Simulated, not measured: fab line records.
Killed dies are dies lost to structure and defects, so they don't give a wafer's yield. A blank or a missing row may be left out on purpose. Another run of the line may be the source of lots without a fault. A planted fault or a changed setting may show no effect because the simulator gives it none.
fab line records + flow rit_cmos
[record]
- lots = 5
- wafers = 15
- last_day = 7
route steps=202 shown GATE@92 REOX@98
lots that met no fault: from a run of the same line without faults
start_h: start of the lot's first displayed wafer, in hours after the record's first day + wait_h: hours since the lot's step before + " the same as in the row above + L1.1+2: a single row standing in for several wafers + - no value present, or no start provided + * or withheld: withheld + < > ~ a bound
route shown NAME@n: names a module that has steps shown in the file, with the first one's number in the route + usual: the fault-free wafers' mean and standard deviation + same: alike in all rows + chamber/n: place in a boat + sites: per-site readings + _std_site: standard deviation across them + _edge_site: outer sites' mean less inner sites' + radius_mm: how far each site lies from the wafer's centre + mask NAME#n: copy n + behind: tool/chamber where the wafer was last shaped + hold: reason for holding the lot/hours on hold/outcome of the hold + device: transistor that didn't switch, given as n, p or np + end of line: the same wafers' tests at the end of the route + where a step has no rows: the recipe by itself + killed: dies that structure and defects cost at the first sort, which is not the same as the wafer's yield + map: per-die view of a wafer (x killed, . not killed, _ where there is no die)
set.NAME: the setting the step ran with; set.NAME@STEP: the setting that earlier step ran with + model.NAME: the simulator's own value behind a step, which no gauge read
lots at selected steps of the route; one table per step, one row per wafer
services: from which hour (start_h, from the record's first day; less than 0 if before it) a tool's chamber was out of use, for how many hours, and why
[[steps]]
[step RIT_GATE_CD_MEAS_16]
[recipe]
- target_cd_nm = 150
[usual]
- cd_nm = 148/3
| lot.wafer | tool      | chamber | start_h | wait_h | cd_nm |
|-----------|-----------|---------|---------|--------|-------|
| L074.1    | cd_sem-02 | -       | 48.87   | -      | 144   |
| L074.2    | "         | -       | "       | "      | 147   |
| L074.4    | "         | -       | "       | "      | 147   |
| L075.1    | cd_sem-01 | -       | 57.80   | -      | 148   |
| L075.3    | "         | -       | "       | "      | 146   |
| L075.5    | "         | -       | "       | "      | 146   |
| L077.4    | cd_sem-02 | -       | 64.62   | -      | 145   |
| L077.5    | "         | -       | "       | "      | 146   |
| L077.6    | "         | -       | "       | "      | 147   |
| L086.1    | cd_sem-01 | -       | 100.31  | -      | 147   |
| L086.3    | "         | -       | "       | "      | 146   |
| L086.5    | "         | -       | "       | "      | 145   |
| L097.2    | cd_sem-01 | -       | 156.03  | -      | 148   |
| L097.3    | "         | -       | "       | "      | 150   |
| L097.4    | "         | -       | "       | "      | 152   |
[step RIT_GATE_OVL_MEAS_17]
[usual]
- GATE_OVL = 0.6/1.5
| lot.wafer | tool       | chamber | start_h | wait_h | GATE_OVL[nm] |
|-----------|------------|---------|---------|--------|--------------|
| L074.1    | overlay-02 | -       | 48.99   | 0.1    | 1.4          |
| L074.2    | "          | -       | "       | "      | -0.4         |
| L074.4    | "          | -       | "       | "      | -0.6         |
| L075.1    | overlay-02 | -       | 57.92   | 0.1    | 1.7          |
| L075.3    | "          | -       | "       | "      | 1.1          |
| L075.5    | "          | -       | "       | "      | 0.7          |
| L077.4    | overlay-02 | -       | 64.70   | 0.1    | -0.4         |
| L077.5    | "          | -       | "       | "      | 0.0          |
| L077.6    | "          | -       | "       | "      | 0.2          |
| L086.1    | overlay-02 | -       | 100.43  | 0.1    | 0.4          |
| L086.3    | "          | -       | "       | "      | 0.6          |
| L086.5    | "          | -       | "       | "      | -0.1         |
| L097.2    | overlay-01 | -       | 156.13  | 0.1    | 0.6          |
| L097.3    | "          | -       | "       | "      | 0.6          |
| L097.4    | "          | -       | "       | "      | -0.6         |
[step RIT_GATE_HARDBAKE_18]
[recipe]
- resist = NOVOLAK
- temp_c = 140
- time_s = 60
[usual]
- plate_temp_C = 139.97/0.13
| lot.wafer | tool           | chamber | start_h | wait_h | plate_temp_C |
|-----------|----------------|---------|---------|--------|--------------|
| L074.1    | litho_track-02 | 0       | 49.03   | 0.0    | 140.04       |
| L074.2    | "              | 0       | "       | "      | 140.18       |
| L074.4    | "              | 0       | "       | "      | 140.11       |
| L075.1    | litho_track-03 | 0       | 57.96   | 0.0    | 139.94       |
| L075.3    | "              | 0       | "       | "      | 139.97       |
| L075.5    | "              | 0       | "       | "      | 139.99       |
| L077.4    | litho_track-03 | 0       | 64.88   | 0.2    | 139.98       |
| L077.5    | "              | 0       | "       | "      | 139.93       |
| L077.6    | "              | 0       | "       | "      | 139.89       |
| L086.1    | litho_track-03 | 0       | 100.46  | 0.0    | 140.01       |
| L086.3    | "              | 0       | "       | "      | 139.88       |
| L086.5    | "              | 0       | "       | "      | 140.05       |
| L097.2    | litho_track-02 | 0       | 156.19  | 0.0    | 139.79       |
| L097.3    | "              | 0       | "       | "      | 139.95       |
| L097.4    | "              | 0       | "       | "      | 139.92       |
[step RIT_GATE_ETCH_19]
[recipe]
- chemistry = SF6/CHF3/O2
- time_s = 165
- SF6_flow_sccm = 30
- CHF3_flow_sccm = 30
- O2_flow_sccm = 5
- target = poly-Si
- pressure_mtorr = 40
- rf_w = 160
- target_depth_a = 3125
- over_etch_frac = 0.25
- stop_on = SiO2
[usual]
- SF6_flow_sccm = 30.01/0.086
- drypump_motor_current_A = 5.97/0.28
- oes_product_au = 0.850/0.011
- rf_fwd_power_W = 159.4/0.47
- throttle_valve_pct = 10.25/0.14
| lot.wafer | tool      | chamber | start_h | wait_h | SF6_flow_sccm | drypump_motor_current_A | oes_product_au | rf_fwd_power_W | rf_hours_counter_h | throttle_valve_pct |
|-----------|-----------|---------|---------|--------|---------------|-------------------------|----------------|----------------|--------------------|--------------------|
| L074.1    | rie_si-02 | 2       | 49.18   | 0.1    | 30.06         | 5.67                    | 0.848          | 159.0          | 1                  | 10.30              |
| L074.2    | "         | 1       | "       | "      | 29.96         | 5.92                    | 0.834          | 158.9          | 39                 | 10.41              |
| L074.4    | "         | 0       | "       | "      | 29.92         | 6.17                    | 0.841          | 158.8          | 77                 | 10.25              |
| L075.1    | rie_si-02 | 0       | 58.11   | 0.1    | 29.94         | 6.14                    | 0.850          | 158.9          | 77                 | 10.25              |
| L075.3    | "         | 1       | "       | "      | 30.20         | 5.89                    | 0.846          | 159.7          | 39                 | 10.39              |
| L075.5    | "         | 3       | "       | "      | 30.03         | 6.11                    | 0.856          | 159.6          | -                  | 10.45              |
| L077.4    | rie_si-01 | 2       | 64.95   | 0.1    | 29.92         | 6.30                    | 0.837          | 158.6          | 3                  | 10.23              |
| L077.5    | "         | 3       | "       | "      | 29.94         | 5.44                    | 0.857          | 159.0          | -                  | 10.05              |
| L077.6    | "         | 2       | "       | "      | 30.09         | 6.34                    | 0.832          | 159.1          | -                  | 10.24              |
| L086.1    | rie_si-02 | 3       | 100.61  | 0.1    | 29.90         | 6.12                    | 0.853          | 160.1          | 0                  | 10.45              |
| L086.3    | "         | 1       | "       | "      | 29.95         | 5.92                    | 0.849          | 160.3          | 39                 | 10.41              |
| L086.5    | "         | 1       | "       | "      | 30.06         | 5.93                    | 0.850          | 159.7          | -                  | 10.42              |
| L097.2    | rie_si-01 | 1       | 156.31  | 0.1    | 30.02         | 5.80                    | 0.850          | 159.7          | 0                  | 10.28              |
| L097.3    | "         | 0       | "       | "      | 30.17         | 6.12                    | 0.851          | 158.9          | 55                 | 9.98               |
| L097.4    | "         | 2       | "       | "      | 29.84         | 6.30                    | 0.846          | 159.4          | 4                  | 10.22              |
[step RIT_GATE_STRIP_20]
[recipe]
- chemistry = O2
- time_s = 180
- resist = NOVOLAK
- platen_temp_c = withheld
- power_w = 500
- pressure_mtorr = 4000
- o2_flow_sccm = 4000
[usual]
- drypump_motor_current_A = 5.82/0.24
| lot.wafer | tool            | chamber | start_h | wait_h | drypump_motor_current_A | rf_hours_counter_h |
|-----------|-----------------|---------|---------|--------|-------------------------|--------------------|
| L074.1    | plasma_asher-03 | 0       | 49.29   | 0.1    | 5.65                    | 37                 |
| L074.2    | "               | 1       | "       | "      | 5.99                    | 37                 |
| L074.4    | "               | 0       | "       | "      | 5.66                    | -                  |
| L075.1    | plasma_asher-03 | 0       | 58.22   | 0.1    | 5.66                    | 38                 |
| L075.3    | "               | 0       | "       | "      | 5.66                    | -                  |
| L075.5    | "               | 1       | "       | "      | 6.02                    | -                  |
| L077.4    | plasma_asher-02 | 1       | 65.12   | 0.1    | 5.61                    | -                  |
| L077.5    | "               | 1       | "       | "      | 5.56                    | -                  |
| L077.6    | "               | 0       | "       | "      | 6.36                    | -                  |
| L086.1    | plasma_asher-01 | 1       | 100.72  | 0.1    | 5.70                    | 43                 |
| L086.3    | "               | 1       | "       | "      | 5.74                    | -                  |
| L086.5    | "               | 0       | "       | "      | 5.59                    | -                  |
| L097.2    | plasma_asher-02 | 1       | 156.42  | 0.1    | 5.62                    | 40                 |
| L097.3    | "               | 1       | "       | "      | 5.63                    | -                  |
| L097.4    | "               | 0       | "       | "      | 6.37                    | -                  |
[step RIT_GATE_CD_MEAS_90]
[recipe]
- target_cd_nm = 150
[usual]
- cd_nm = 148/3
| lot.wafer | tool      | chamber | start_h | wait_h | cd_nm |
|-----------|-----------|---------|---------|--------|-------|
| L074.1    | cd_sem-01 | -       | 49.46   | 0.1    | 144   |
| L074.2    | "         | -       | "       | "      | 147   |
| L074.4    | "         | -       | "       | "      | 147   |
| L075.1    | cd_sem-01 | -       | 58.39   | 0.1    | 148   |
| L075.3    | "         | -       | "       | "      | 147   |
| L075.5    | "         | -       | "       | "      | 146   |
| L077.4    | cd_sem-02 | -       | 65.29   | 0.1    | 145   |
| L077.5    | "         | -       | "       | "      | 145   |
| L077.6    | "         | -       | "       | "      | 147   |
| L086.1    | cd_sem-02 | -       | 100.90  | 0.1    | 147   |
| L086.3    | "         | -       | "       | "      | 146   |
| L086.5    | "         | -       | "       | "      | 145   |
| L097.2    | cd_sem-02 | -       | 156.62  | 0.1    | 149   |
| L097.3    | "         | -       | "       | "      | 150   |
| L097.4    | "         | -       | "       | "      | 151   |
[step RIT_REOX_CLEAN_00]
[recipe]
- chemistry = SC1
- mix = 3:3:50
- time_s = 600
- temp_c = 75
| lot.wafer  | tool         | chamber | start_h | wait_h |
|------------|--------------|---------|---------|--------|
| L074.1+2+4 | wet_bench-01 | 2       | 49.58   | 0.1    |
| L075.1+3+5 | wet_bench-02 | 0       | 58.51   | 0.1    |
| L077.4+5+6 | wet_bench-01 | 1       | 65.35   | 0.0    |
| L086.1+3+5 | wet_bench-04 | 2       | 101.02  | 0.1    |
| L097.2+3+4 | wet_bench-01 | 2       | 156.72  | 0.1    |
[step RIT_REOX_CLEAN_01]
[recipe]
- chemistry = dHF
- dilution = 50:1
- time_s = 30
| lot.wafer  | tool         | chamber | start_h | wait_h |
|------------|--------------|---------|---------|--------|
| L074.1+2+4 | wet_bench-02 | 1       | 49.77   | 0.0    |
| L075.1+3+5 | wet_bench-04 | 0       | 58.72   | 0.0    |
| L077.4+5+6 | wet_bench-04 | 3       | 65.53   | 0.0    |
| L086.1+3+5 | wet_bench-01 | 0       | 101.50  | 0.1    |
| L097.2+3+4 | wet_bench-02 | 1       | 156.89  | 0.0    |
[step RIT_REOX_CLEAN_02]
[recipe]
- chemistry = SC2
- mix = 3:3:50
- time_s = 600
- temp_c = 75
- dry = n2_spin
| lot.wafer  | tool         | chamber | start_h | wait_h |
|------------|--------------|---------|---------|--------|
| L074.1+2+4 | wet_bench-04 | 1       | 49.79   | 0.0    |
| L075.1+3+5 | wet_bench-02 | 2       | 58.74   | 0.0    |
| L077.4+5+6 | wet_bench-02 | 2       | 65.55   | 0.0    |
| L086.1+3+5 | wet_bench-01 | 1       | 101.54  | 0.0    |
| L097.2+3+4 | wet_bench-04 | 0       | 156.91  | 0.0    |
[step RIT_REOX_OXIDATION_03]
[recipe]
- temp_c = 900
- ambient = O2
- target_thk_a = 252
- ox_time_s = 5580
[usual]
- zone_power_centre_pct = 41.0/1
[same]
- ox_time_s = 5580
| lot.wafer | tool       | chamber | start_h | wait_h | zone_power_centre_pct |
|-----------|------------|---------|---------|--------|-----------------------|
| L074.1    | furnace-03 | 0       | 54.45   | 4.5    | 42.3                  |
| L074.2    | "          | 0       | "       | "      | 42.1                  |
| L074.4    | "          | 0       | "       | "      | 42.0                  |
| L075.1    | furnace-02 | 0       | 59.78   | 0.8    | 40.2                  |
| L075.3    | "          | 0       | "       | "      | 40.2                  |
| L075.5    | "          | 0       | "       | "      | 41.2                  |
| L077.4    | furnace-03 | 0       | 65.74   | 0.0    | 42.7                  |
| L077.5    | "          | 0       | "       | "      | 41.7                  |
| L077.6    | "          | 0       | "       | "      | 42.4                  |
| L086.1    | furnace-02 | 0       | 102.05  | 0.1    | 40.5                  |
| L086.3    | "          | 0       | "       | "      | 40.8                  |
| L086.5    | "          | 0       | "       | "      | 40.5                  |
| L097.2    | furnace-02 | 0       | 157.12  | 0.0    | 40.0                  |
| L097.3    | "          | 0       | "       | "      | 40.2                  |
| L097.4    | "          | 0       | "       | "      | 40.1                  |
[[services]]
| tool            | chamber | start_h | hours | kind           |
|-----------------|---------|---------|-------|----------------|
| plasma_asher-03 | -       | 43.92   | 2.2   | repair         |
| furnace-02      | -       | 56.05   | 3.7   | pm             |
| rie_si-02       | 3       | 64.89   | -     | clean          |
| rie_si-02       | 3       | 64.89   | 15.9  | scheduled_down |
| rie_si-02       | 3       | 64.89   | 15.9  | vent_cycle     |
| rie_si-01       | 0       | 67.43   | 24.0  | repair         |
| furnace-02      | -       | 67.56   | 3.1   | pm             |
| rie_si-01       | 3       | 74.38   | 10.1  | repair         |
| wet_bench-02    | -       | 76.46   | 38.1  | pm             |
| plasma_asher-01 | -       | 80.55   | 13.0  | repair         |
| rie_si-01       | 1       | 91.48   | -     | clean          |
| rie_si-01       | 1       | 91.48   | 29.1  | scheduled_down |
| rie_si-01       | 1       | 91.48   | 29.1  | vent_cycle     |
| rie_si-01       | 3       | 99.39   | 11.3  | repair         |
| plasma_asher-01 | -       | 108.75  | 9.0   | pm             |
| plasma_asher-01 | 0       | 108.75  | 9.0   | vent_cycle     |
| plasma_asher-01 | 1       | 108.75  | 9.0   | vent_cycle     |
| plasma_asher-01 | 0       | 117.75  | -     | clean          |
| plasma_asher-01 | 1       | 117.75  | -     | clean          |
| furnace-03      | -       | 124.34  | 15.8  | pm             |
| rie_si-02       | -       | 134.64  | 2.8   | pm             |
| plasma_asher-03 | -       | 145.20  | 0.4   | repair         |
| furnace-03      | -       | 155.67  | 2.7   | pm             |
| rie_si-02       | -       | 156.67  | 2.0   | repair         |
[[key]]
fault none
